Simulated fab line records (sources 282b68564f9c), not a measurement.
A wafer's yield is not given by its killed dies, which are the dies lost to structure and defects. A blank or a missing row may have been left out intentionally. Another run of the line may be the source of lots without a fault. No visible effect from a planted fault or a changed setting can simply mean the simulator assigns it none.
Which tool is to blame? ; flow rit-cmos ; route of 202 steps, sampled at 1 step: 6 lots, 18 wafers

## WHAT EACH GAUGE READ, for each wafer
RIT_ACTIVE_THK_MEAS_04.
lot;measured;on;ACTIVE_NITRIDE_THK (nm)
L288;day 2 00:51;film-metro-03;149.8 150.1 150.3
L291;day 2 14:33;film-metro-01;150.7 149.6 150.6
L294;day 3 07:50;film-metro-04;148.9 149.3 149.5
L297;day 3 20:40;film-metro-03;149.9 149.4 150.3
L300;day 4 11:56;film-metro-03;151.3 151.2 151.6
L307;day 5 22:32;film-metro-01;150.6 151.0 149.7

## TOOL THAT RAN EACH LOT (tool first, then ch and the chambers of the sampled wafers, then the start)
Before these readings, the record contains no process step.

## THE ANSWER, worked out from the rows above alone
Rule: the lots themselves supply what counts as usual. Put in order of their means at a reading, lots are off if they are a third of the lots or fewer, leave a main group of 4 or more, and stand apart from it by a gap of 3 or more times the standard deviation of the main group's means; of several such gaps the widest counts. Not used: any main group whose means are identical at the precision the tables above print for the reading. A lot without any number at a reading at which 4 lots or more have one is off too. The other lots that the step has rows for count as sound.
Nothing can be told from this: no lot is off at any reading shown.

## WHAT THE SIMULATOR PUT IN
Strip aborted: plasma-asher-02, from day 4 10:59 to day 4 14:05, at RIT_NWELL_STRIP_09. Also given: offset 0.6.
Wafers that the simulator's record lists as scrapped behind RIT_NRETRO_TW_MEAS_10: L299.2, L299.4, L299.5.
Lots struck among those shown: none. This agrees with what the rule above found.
